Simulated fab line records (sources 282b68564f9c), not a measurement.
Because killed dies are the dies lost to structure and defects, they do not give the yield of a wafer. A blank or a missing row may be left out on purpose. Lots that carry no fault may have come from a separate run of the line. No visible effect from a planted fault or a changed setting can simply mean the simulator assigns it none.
Split-lot experiment :: flow rit_cmos :: 23 wafers read from 5 lots, route of 202 steps

THE SPLIT
At RIT_M1_METAL_ETCH_12 (etches Al in Cl2/BCl3, stops on SiO2, time 165 s, target depth 600 nm), the setting over_etch_frac was moved away from the recipe's 0.5 on 4 of the 23 wafers read, by -29.9% to -22.5%. The other wafers ran this setting at the recipe's value.

The reading comes from the split's own step.

THE READING
oes_product_au, in a.u., at RIT_M1_METAL_ETCH_12 (etches Al in Cl2/BCl3, stops on SiO2, time 165 s, target depth 600 nm). Typical for fault-free wafers on this fab line: 0.787 a.u., with standard deviation 0.0097 a.u.

wafer: L074.1
tool, chamber at the split: rie_metal-02, 0
over_etch_frac as run: 0.5
against the recipe: recipe
oes_product_au, a.u.: 0.790
against lot-mates on the recipe: -

wafer: L074.2
tool, chamber at the split: rie_metal-02, 1
over_etch_frac as run: 0.5
against the recipe: recipe
oes_product_au, a.u.: 0.772
against lot-mates on the recipe: -

wafer: L074.4
tool, chamber at the split: rie_metal-02, 0
over_etch_frac as run: 0.5
against the recipe: recipe
oes_product_au, a.u.: 0.797
against lot-mates on the recipe: -

wafer: L076.1
tool, chamber at the split: rie_metal-03, 0
over_etch_frac as run: 0.5
against the recipe: recipe
oes_product_au, a.u.: 0.778
against lot-mates on the recipe: -

wafer: L076.2
tool, chamber at the split: rie_metal-03, 1
over_etch_frac as run: 0.5
against the recipe: recipe
oes_product_au, a.u.: 0.795
against lot-mates on the recipe: -

wafer: L076.4
tool, chamber at the split: rie_metal-03, 1
over_etch_frac as run: 0.3875
against the recipe: -22.5%
oes_product_au, a.u.: 0.837
against lot-mates on the recipe: +0.046

wafer: L076.5
tool, chamber at the split: rie_metal-03, 1
over_etch_frac as run: 0.5
against the recipe: recipe
oes_product_au, a.u.: 0.799
against lot-mates on the recipe: -

wafer: L076.6
tool, chamber at the split: rie_metal-03, 0
over_etch_frac as run: 0.3875
against the recipe: -22.5%
oes_product_au, a.u.: 0.825
against lot-mates on the recipe: +0.034

wafer: L078.1
tool, chamber at the split: rie_metal-01, 0
over_etch_frac as run: 0.5
against the recipe: recipe
oes_product_au, a.u.: 0.792
against lot-mates on the recipe: -

wafer: L078.2
tool, chamber at the split: rie_metal-01, 1
over_etch_frac as run: 0.5
against the recipe: recipe
oes_product_au, a.u.: 0.804
against lot-mates on the recipe: -

wafer: L078.3
tool, chamber at the split: rie_metal-01, 0
over_etch_frac as run: 0.5
against the recipe: recipe
oes_product_au, a.u.: 0.786
against lot-mates on the recipe: -

wafer: L078.4
tool, chamber at the split: rie_metal-01, 1
over_etch_frac as run: 0.5
against the recipe: recipe
oes_product_au, a.u.: 0.781
against lot-mates on the recipe: -

wafer: L078.5
tool, chamber at the split: rie_metal-01, 0
over_etch_frac as run: 0.5
against the recipe: recipe
oes_product_au, a.u.: 0.801
against lot-mates on the recipe: -

wafer: L084.1
tool, chamber at the split: rie_metal-01, 0
over_etch_frac as run: 0.5
against the recipe: recipe
oes_product_au, a.u.: 0.789
against lot-mates on the recipe: -

wafer: L084.2
tool, chamber at the split: rie_metal-01, 1
over_etch_frac as run: 0.5
against the recipe: recipe
oes_product_au, a.u.: 0.799
against lot-mates on the recipe: -

wafer: L084.4
tool, chamber at the split: rie_metal-01, 1
over_etch_frac as run: 0.5
against the recipe: recipe
oes_product_au, a.u.: 0.803
against lot-mates on the recipe: -

wafer: L084.5
tool, chamber at the split: rie_metal-01, 0
over_etch_frac as run: 0.5
against the recipe: recipe
oes_product_au, a.u.: 0.778
against lot-mates on the recipe: -

wafer: L084.6
tool, chamber at the split: rie_metal-01, 1
over_etch_frac as run: 0.5
against the recipe: recipe
oes_product_au, a.u.: 0.797
against lot-mates on the recipe: -

wafer: L085.1
tool, chamber at the split: rie_metal-03, 1
over_etch_frac as run: 0.5
against the recipe: recipe
oes_product_au, a.u.: 0.783
against lot-mates on the recipe: -

wafer: L085.2
tool, chamber at the split: rie_metal-03, 0
over_etch_frac as run: 0.3507
against the recipe: -29.9%
oes_product_au, a.u.: 0.824
against lot-mates on the recipe: +0.046

wafer: L085.3
tool, chamber at the split: rie_metal-03, 1
over_etch_frac as run: 0.5
against the recipe: recipe
oes_product_au, a.u.: 0.782
against lot-mates on the recipe: -

wafer: L085.5
tool, chamber at the split: rie_metal-03, 1
over_etch_frac as run: 0.3507
against the recipe: -29.9%
oes_product_au, a.u.: 0.838
against lot-mates on the recipe: +0.060

wafer: L085.6
tool, chamber at the split: rie_metal-03, 0
over_etch_frac as run: 0.5
against the recipe: recipe
oes_product_au, a.u.: 0.769
against lot-mates on the recipe: -

FIT RESULTS
A straight line over all 23 wafers: oes_product_au changes by -0.00156 a.u. for each +1% of over_etch_frac; r = -0.84; the points scatter about the line by 0.011 a.u.
The same after taking each lot's own level away (the mean of its wafers on the recipe; 23 wafers): -0.00178 a.u. for each +1%; r = -0.90; scatter 0.0089 a.u.
Per that fit: largest over_etch_frac move, reading shift of 0.053 a.u.
From 0.7780 to 0.7932 a.u.: that is the span of the lots' own levels, equal to 1.6 times the standard deviation above.
Hence the slope depends on the lot-to-lot level, as the two fits are not the same.
Check: with one of the wafers moved furthest among these (-29.9%) left out of the fit, the line predicts +0.0566 a.u. for it against its lot-mates. Against them it came out at +0.046 a.u.
Tool readings at the split's step, against how far the setting was moved: oes_product_au r = -0.84.

OTHER SPLITS ON THESE WAFERS
Other splits were also applied to these wafers ahead of the reading. Each is held against what the fit with the lots' levels taken away leaves over:
other split on the same wafers: RIT_SPACER_CVD_03 time_s
wafers away from the commonest value: 18
r with oes_product_au (lot level and that fit taken away): +0.00

other split on the same wafers: RIT_NSD_COAT_01 resist_thk_nm
wafers away from the commonest value: 6
r with oes_product_au (lot level and that fit taken away): +0.23

other split on the same wafers: RIT_SILICIDE_WET_ETCH_00 time_s
wafers away from the commonest value: 5
r with oes_product_au (lot level and that fit taken away): +0.00

other split on the same wafers: RIT_CONTACT_DEVELOP_07 develop_time_s
wafers away from the commonest value: 10
r with oes_product_au (lot level and that fit taken away): +0.36

other split on the same wafers: RIT_M1_DEVELOP_08 develop_time_s
wafers away from the commonest value: 4
r with oes_product_au (lot level and that fit taken away): +0.13

THE WHOLE CHAIN: every reading that the file lists as answering this split, in the file's order
step: RIT_M1_METAL_ETCH_12
what it does: etches Al in Cl2/BCl3, stops on SiO2, time 165 s, target depth 600 nm
reading: oes_product_au
change (the file's fit): -0.00178 a.u. for each +1% of the setting
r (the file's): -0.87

step: RIT_M1_METAL_ETCH_12
what it does: etches Al in Cl2/BCl3, stops on SiO2, time 165 s, target depth 600 nm
reading: NOVOLAK_of_M1_COAT_04.thk_nm (the simulator's own value, which no gauge read)
change (the file's fit): -1.19 nm for each +1% of the setting
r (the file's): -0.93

THE FILE'S OWN FIT
oes_product_au changes by -0.00178 a.u. for each +1% of over_etch_frac, r = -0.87.
